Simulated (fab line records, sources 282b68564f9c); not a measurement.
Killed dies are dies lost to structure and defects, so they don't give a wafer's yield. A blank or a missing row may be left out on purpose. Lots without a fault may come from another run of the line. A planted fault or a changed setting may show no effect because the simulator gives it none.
Chamber matching | flow rit_cmos | RIT_GATE_ETCH_19 on rie_si-02: 4 sister chambers
The step etches poly-Si in SF6/CHF3/O2, stops on SiO2, time 165 s, target depth 312.5 nm. 8 wafers are shown with their chamber, then 8 later ones without.

WAFERS WITH THEIR CHAMBER
wafer  | chamber | drypump_motor_current_A (A) | throttle_valve_pct (%)
L937.5 | 3       | 5.4                         | 10.26
L939.2 | 3       | 5.4                         | 10.24
L943.2 | 2       | 4.9                         | 10.23
L943.5 | 1       | 6.0                         | 10.06
L951.1 | 1       | 6.0                         | 10.03
L951.3 | 2       | 4.9                         | 10.22
L951.4 | 0       | 6.1                         | 10.28
L953.2 | 0       | 6.2                         | 10.28

WAFERS WITHOUT THEIR CHAMBER
wafer  | drypump_motor_current_A (A) | throttle_valve_pct (%)
L953.5 | 6.1                         | 10.28
L953.6 | 6.0                         | 10.04
L955.1 | 5.5                         | 10.24
L955.3 | 4.9                         | 10.22
L955.5 | 5.4                         | 10.24
L957.2 | 4.9                         | 10.22
L957.3 | 5.4                         | 10.25
L957.6 | 6.0                         | 10.05

WHICH CHAMBER EACH WENT THROUGH
wafer  | from the rows above | in truth
L953.5 | 0                   | 0
L953.6 | 1                   | 1
L955.1 | 3                   | 3
L955.3 | 2                   | 2
L955.5 | 3                   | 3
L957.2 | 2                   | 2
L957.3 | 3                   | 3
L957.6 | 1                   | 1
Placed correctly: 8 of 8. Can't be placed from these rows: 0. Placed wrongly: 0.
How it was worked out, from the rows above alone: a wafer's distance from a chamber is the root of the sum, over the readings, of the square of ((its reading less the chamber's mean) divided by the reading's scatter). The wafer belongs to the nearest chamber; if the next one is less than 2 further off, it can't be placed. A chamber's mean is the mean of its shown wafers. The scatter: the root of (the sum of the squares of (reading less its chamber's mean) over the shown wafers, divided by (wafers less chambers)).
